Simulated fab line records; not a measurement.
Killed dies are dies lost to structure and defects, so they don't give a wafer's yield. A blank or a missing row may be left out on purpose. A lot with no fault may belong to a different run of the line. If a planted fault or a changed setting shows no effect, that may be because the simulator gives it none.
fab line records -- flow berkeley_cmos170
record lots=6, wafers=18, last_day=12
route steps=331 shown M3@311
lots with no fault: from the same line, run without faults
start_h: hours from the record's opening day to when the first of the lot's shown wafers began -- wait_h: hours elapsed since this lot's preceding step -- " identical to the entry in the row above -- L1.1+2: one row covering several wafers at once -- - no value, or no start was given -- * or withheld: withheld -- < > ~ a bound
route shown NAME@n: names a module that has steps shown in the file, with the first one's number in the route -- usual: mean/standard deviation of fault-free wafers -- same: alike in all rows -- chamber/n: place in a boat -- sites: each site's reading -- _std_site: standard deviation across them -- _edge_site: outer sites' mean less inner sites' -- radius_mm: for every site, how far away it sits from the centre of the wafer -- mask NAME#n: copy n -- behind: the most recent tool/chamber to have shaped the wafer -- hold: reason for holding the lot/hours on hold/outcome of the hold -- device: which transistor (n, p or np) failed to switch -- end of line: the same wafers' tests at the end of the route -- a step without rows: its recipe alone -- killed: dies that structure and defects cost at the first sort, which is not the same as the wafer's yield -- map: a wafer's dies, marking killed ones x, the rest . and places with no die _
set.NAME: the run value of the setting; set.NAME@STEP: its run value at that earlier step -- model.NAME: the simulator's own value behind a step, which no gauge read
lots seen at some steps along the route; tables by step, rows by wafer
services: from which hour (start_h, from the record's first day; less than 0 if before it) a tool's chamber was out of use, for how many hours, and why
## steps
# step UCB170_M3_RS_MEAS_02
# recipe thk_meas_gauge=four-point-probe, reads=Al_of_M3_SPUTTER_01
# usual M3_AL_RS=0.0321/0.00036
lot.wafer,tool,chamber,start_h,wait_h,M3_AL_RS[ohm/sq]
L392.3,film_metro-03,-,189.67,0.1,0.0325
L392.4,film_metro-03,-,189.67,0.1,0.0323
L392.5,film_metro-03,-,189.67,0.1,0.0325
L401.1,film_metro-02,-,237.60,0.0,0.0317
L401.5,film_metro-02,-,237.60,0.0,0.0317
L401.6,film_metro-02,-,237.60,0.0,0.0318
L404.1,film_metro-02,-,239.15,0.0,0.0326
L404.3,film_metro-02,-,239.15,0.0,0.0322
L404.4,film_metro-02,-,239.15,0.0,0.0325
L405.1,film_metro-03,-,246.49,0.0,0.0323
L405.4,film_metro-03,-,246.49,0.0,0.0325
L405.6,film_metro-03,-,246.49,0.0,0.0324
L410.2,film_metro-03,-,293.92,0.1,0.0322
L410.4,film_metro-03,-,293.92,0.1,0.0319
L410.6,film_metro-03,-,293.92,0.1,0.0318
L414.1,film_metro-04,-,294.53,0.0,0.0321
L414.2,film_metro-04,-,294.53,0.0,0.0321
L414.6,film_metro-04,-,294.53,0.0,0.0321
# step UCB170_M3_THK_MEAS_03
# recipe thk_meas_gauge=xrf, reads=Al_of_M3_SPUTTER_01
# usual M3_AL_THK=888/12
lot.wafer,tool,chamber,start_h,wait_h,M3_AL_THK[nm]
L392.3,film_metro-03,-,189.77,0.1,877
L392.4,film_metro-03,-,189.77,0.1,885
L392.5,film_metro-03,-,189.77,0.1,879
L401.1,film_metro-02,-,237.72,0.1,905
L401.5,film_metro-02,-,237.72,0.1,901
L401.6,film_metro-02,-,237.72,0.1,899
L404.1,film_metro-02,-,239.27,0.1,883
L404.3,film_metro-02,-,239.27,0.1,890
L404.4,film_metro-02,-,239.27,0.1,883
L405.1,film_metro-03,-,246.61,0.1,884
L405.4,film_metro-03,-,246.61,0.1,879
L405.6,film_metro-03,-,246.61,0.1,880
L410.2,film_metro-03,-,294.03,0.1,890
L410.4,film_metro-03,-,294.03,0.1,895
L410.6,film_metro-03,-,294.03,0.1,906
L414.1,film_metro-04,-,294.65,0.1,882
L414.2,film_metro-04,-,294.65,0.1,882
L414.6,film_metro-04,-,294.65,0.1,881
# step UCB170_M3_HMDS_04
# recipe prime_time_s=60, prime_temp_c=100
# step UCB170_M3_COAT_05
# recipe resist=KrF, spin_rpm=1500, resist_thk_nm=900
# step UCB170_M3_SOFTBAKE_06
# recipe resist=KrF, temp_c=130, time_s=60
# step UCB170_M3_STRIP_07
# recipe chemistry=O2, power_w=400, pressure_mtorr=3500, platen_temp_c=withheld, o2_flow_sccm=400, overash_fraction=0.5
# usual drypump_motor_current_A=5.6/0.56, oes_product_au=0.734/0.0044, strip_time_to_endpoint_s=21.99/0.075
lot.wafer,tool,chamber,start_h,wait_h,drypump_motor_current_A,oes_product_au,rf_hours_counter_h,strip_time_to_endpoint_s
L392.3,plasma_asher-01,1,190.33,0.1,5.7,0.736,-,21.98
L392.4,plasma_asher-01,0,190.33,0.1,5.0,0.736,-,21.96
L392.5,plasma_asher-01,1,190.33,0.1,5.7,0.728,-,21.94
L401.1,plasma_asher-01,1,238.77,0.1,5.7,0.738,52,21.94
L401.5,plasma_asher-01,1,238.77,0.1,5.7,0.736,-,21.95
L401.6,plasma_asher-01,0,238.77,0.1,5.1,0.732,-,21.95
L404.1,plasma_asher-01,1,240.75,0.1,5.7,0.730,53,21.99
L404.3,plasma_asher-01,1,240.75,0.1,5.7,0.741,-,21.96
L404.4,plasma_asher-01,0,240.75,0.1,5.1,0.732,-,22.00
L405.1,plasma_asher-01,1,247.12,0.1,5.7,0.732,54,21.92
L405.4,plasma_asher-01,0,247.12,0.1,5.1,0.732,-,21.93
L405.6,plasma_asher-01,1,247.12,0.1,5.7,0.730,-,21.86
L410.2,plasma_asher-04,0,294.65,0.1,6.0,0.736,58,22.02
L410.4,plasma_asher-04,0,294.65,0.1,6.0,0.730,-,22.02
L410.6,plasma_asher-04,1,294.65,0.1,4.8,0.739,-,21.92
L414.1,plasma_asher-01,1,295.16,0.1,5.7,0.734,60,22.11
L414.2,plasma_asher-01,0,295.16,0.1,5.1,0.734,60,22.12
L414.6,plasma_asher-01,0,295.16,0.1,5.1,0.744,-,22.12
# step UCB170_M3_STRIP_08
# recipe chemistry=DMSO, temp_c=80, time_s=600, material=KrF
# step UCB170_M3_COAT_09
# recipe resist=BARC, temp_c=withheld, time_s=withheld, spin_rpm=3000, resist_thk_nm=withheld
# step UCB170_M3_COAT_10
# recipe resist=KrF, spin_rpm=1500, resist_thk_nm=900
# step UCB170_M3_SOFTBAKE_11
# recipe resist=KrF, temp_c=130, time_s=60
# step UCB170_M3_EXPOSE_12
# recipe mask_id=METAL3, target_cd_nm=700, na=0.5, sigma_outer=0.6, source_shape=conventional, dose_mj=26
# step UCB170_M3_PEB_13
# recipe peb_temp_c=130, peb_time_s=withheld, resist=KrF
# step UCB170_M3_DEVELOP_14
# recipe developer=TMAH, develop_time_s=45, resist=KrF, dev_temp_c=21
# usual chill_plate_temp_C=23.00/0.12, develop_time_s=45/0
lot.wafer,tool,chamber,start_h,wait_h,chill_plate_temp_C,develop_time_s,model.KrF_of_M3_COAT_10.thk_nm
L392.3,litho_track-02,0,191,-,22.88,45,886.9
L392.4,litho_track-02,0,191,-,23.08,45,889.1
L392.5,litho_track-02,0,191,-,22.99,45,886.9
L401.1,litho_track-04,-,241,-,-,-,902.3
L401.5,litho_track-04,-,241,-,-,-,902.2
L401.6,litho_track-04,-,241,-,-,-,903.2
L404.1,litho_track-02,-,242,-,-,-,902.6
L404.3,litho_track-02,-,242,-,-,-,902.4
L404.4,litho_track-02,-,242,-,-,-,903.1
L405.1,litho_track-01,0,248,-,23.09,45,885.1
L405.4,litho_track-01,0,248,-,22.85,45,884.4
L405.6,litho_track-01,0,248,-,22.92,45,889.5
L410.2,litho_track-01,0,296,-,23.05,45,888
L410.4,litho_track-01,0,296,-,22.96,45,887.6
L410.6,litho_track-01,0,296,-,23.01,45,888.9
L414.1,litho_track-04,0,297,-,22.95,45,885.4
L414.2,litho_track-04,0,297,-,22.94,45,886
L414.6,litho_track-04,0,297,-,23.02,45,889
# step UCB170_M3_CD_MEAS_15
# recipe target_cd_nm=700
# usual cd_nm=699.9/1.6
lot.wafer,tool,chamber,start_h,wait_h,cd_nm
L392.3,cd_sem-01,-,191.75,-,701.6
L392.4,cd_sem-01,-,191.75,-,699.4
L392.5,cd_sem-01,-,191.75,-,700.8
L401.1,cd_sem-02,-,241.57,-,-
L401.5,cd_sem-02,-,241.57,-,-
L401.6,cd_sem-02,-,241.57,-,-
L404.1,cd_sem-01,-,243.02,-,-
L404.3,cd_sem-01,-,243.02,-,-
L404.4,cd_sem-01,-,243.02,-,-
L405.1,cd_sem-02,-,248.94,-,697.2
L405.4,cd_sem-02,-,248.94,-,698.9
L405.6,cd_sem-02,-,248.94,-,699.3
L410.2,cd_sem-02,-,296.51,-,698.1
L410.4,cd_sem-02,-,296.51,-,697.4
L410.6,cd_sem-02,-,296.51,-,697.9
L414.1,cd_sem-02,-,297.49,-,698.3
L414.2,cd_sem-02,-,297.49,-,699.8
L414.6,cd_sem-02,-,297.49,-,697.1
## services
tool,chamber,start_h,hours,kind
plasma_asher-01,-,172.74,2.8,pm
## key
first_sign step=UCB170_M3_DEVELOP_14, reading=tool_record, direction=missing
effect none on later readings
model_effect step=UCB170_M3_DEVELOP_14, value=KrF_of_M3_COAT_10.thk_nm, without=888.4, struck=902.6
met_at UCB170_M3_DEVELOP_14
struck_wafers L401.1,L401.5,L401.6,L404.1,L404.3,L404.4
later_rows_left_out L401.1,L401.5,L401.6,L404.1,L404.3,L404.4
sort_left_out L401.1,L401.5,L401.6,L404.1,L404.3,L404.4
tester_left_out L404
onset_between 191 241
earlier_fault kind=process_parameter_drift, tool=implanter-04, chamber=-, onset_h=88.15, steps=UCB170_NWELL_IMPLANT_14, channel=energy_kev, offset=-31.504, shape=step, end_h=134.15, acts_in=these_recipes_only, stated=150
fault kind=skipped_step_whole, tool=litho_track-02,litho_track-04, chamber=-, onset_h=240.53, steps=UCB170_M3_DEVELOP_14, scope=struck_lots_only
# tester_left_out: of these lots the tester's yield and bins aren't shown, on N5 and GAA mostly nor the transistor test; their killed dies are dies lost to structure and defects alone, not to doping, threshold or leakage, so they don't give the yield
# sort_left_out: the simulated sort isn't trusted on such a fault, so these wafers' sort isn't shown, and their yield isn't known
# later_rows_left_out: the simulator's readings of these wafers behind a module that went badly wrong aren't trusted and aren't shown, but for the sort
